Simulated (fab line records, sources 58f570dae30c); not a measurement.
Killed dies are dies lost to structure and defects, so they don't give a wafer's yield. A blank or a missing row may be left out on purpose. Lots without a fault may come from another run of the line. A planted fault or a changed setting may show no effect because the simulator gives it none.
Problem report in the 8D (eight disciplines) form, filled by code | flow berkeley_cmos170 | the parts of the form that need people (team, actions taken, sign-off) are left out

1. THE PROBLEM
ACTIVE_OVL at UCB170_ACTIVE_OVL_MEAS_14 reads a mean of -160 nm on 9 wafers of 3 lots; wafers without a fault read 0 nm with a standard deviation of 4.6. That is -35 standard deviations from the usual mean.
First seen on wafer L689.1, day 8 12:40, on overlay-01. The record holds 45 wafers of 15 lots with a number at this step. Rule for "out", or "out of limits": more than 4 standard deviations from the usual mean. The other wafers with a number count as sound.

2. WHAT IT IS AND WHAT IT IS NOT
question                    | is                     | is not
which readings at this step | ACTIVE_OVL             | -
which lots                  | L689, L691, L692       | L670, L671, L673, L675, L676, L677, L678, L679, L680, L681, L690, L693
which wafers of those lots  | all that have a number | -
read on which gauges        | overlay-01             | overlay-02
when                        | from day 8 12:40       | up to then (30 sound wafers); but 6 sound wafers of L690, L693 came after

3. SUSPECTS, AND WHAT RULES EACH OUT
Counting: a tool at a process step up to the reading stays a suspect if it ran every lot that is out and no sound lot after the first of them.
- the gauge at UCB170_ACTIVE_OVL_MEAS_14: kept. All the wafers that are out were read on overlay-01, and no step on other tools shows them out.
- krf_scanner-02 at UCB170_ACTIVE_EXPOSE_10 (exposes mask ACTIVE, target cd 1200 nm): kept. It ran every lot that is out, first L689 (day 8 11:59), and no sound lot after that; its last sound lot up to then is L681 (day 6 19:17).
Left after counting: krf_scanner-02 at UCB170_ACTIVE_EXPOSE_10, overlay-01 at UCB170_ACTIVE_OVL_MEAS_14.

4. THE CAUSE (what the simulator had put in)
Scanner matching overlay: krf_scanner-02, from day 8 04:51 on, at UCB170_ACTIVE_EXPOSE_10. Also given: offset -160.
Counting left 2 suspects, and this tool is among them.

5. THE CHAIN OF EFFECTS, in route order
Each row: a reading whose mean over the struck wafers that have a number lies more than 3 standard deviations from the usual. Only readings for which the record gives a usual standard deviation are gone through. hours: the time from each lot's start at the first step in this table that gives one to its start at this step, as a median over the lots. sigmas: the change in usual standard deviations.
hours | step                      | reading    | usual | on struck wafers | change | sigmas
0     | UCB170_ACTIVE_OVL_MEAS_14 | ACTIVE_OVL | 0 nm  | -160             | -160   | -35

6. WHAT WOULD HAVE CAUGHT IT SOONER
In this record the first reading out of limits at a measuring or inspecting step was taken at day 8 12:40, 8 hours after the fault began at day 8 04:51.
Of the lots that are out (3), L691, L692 began UCB170_ACTIVE_EXPOSE_10 on krf_scanner-02 after day 8 12:40. A hold on the tool at that time would have spared those 2.
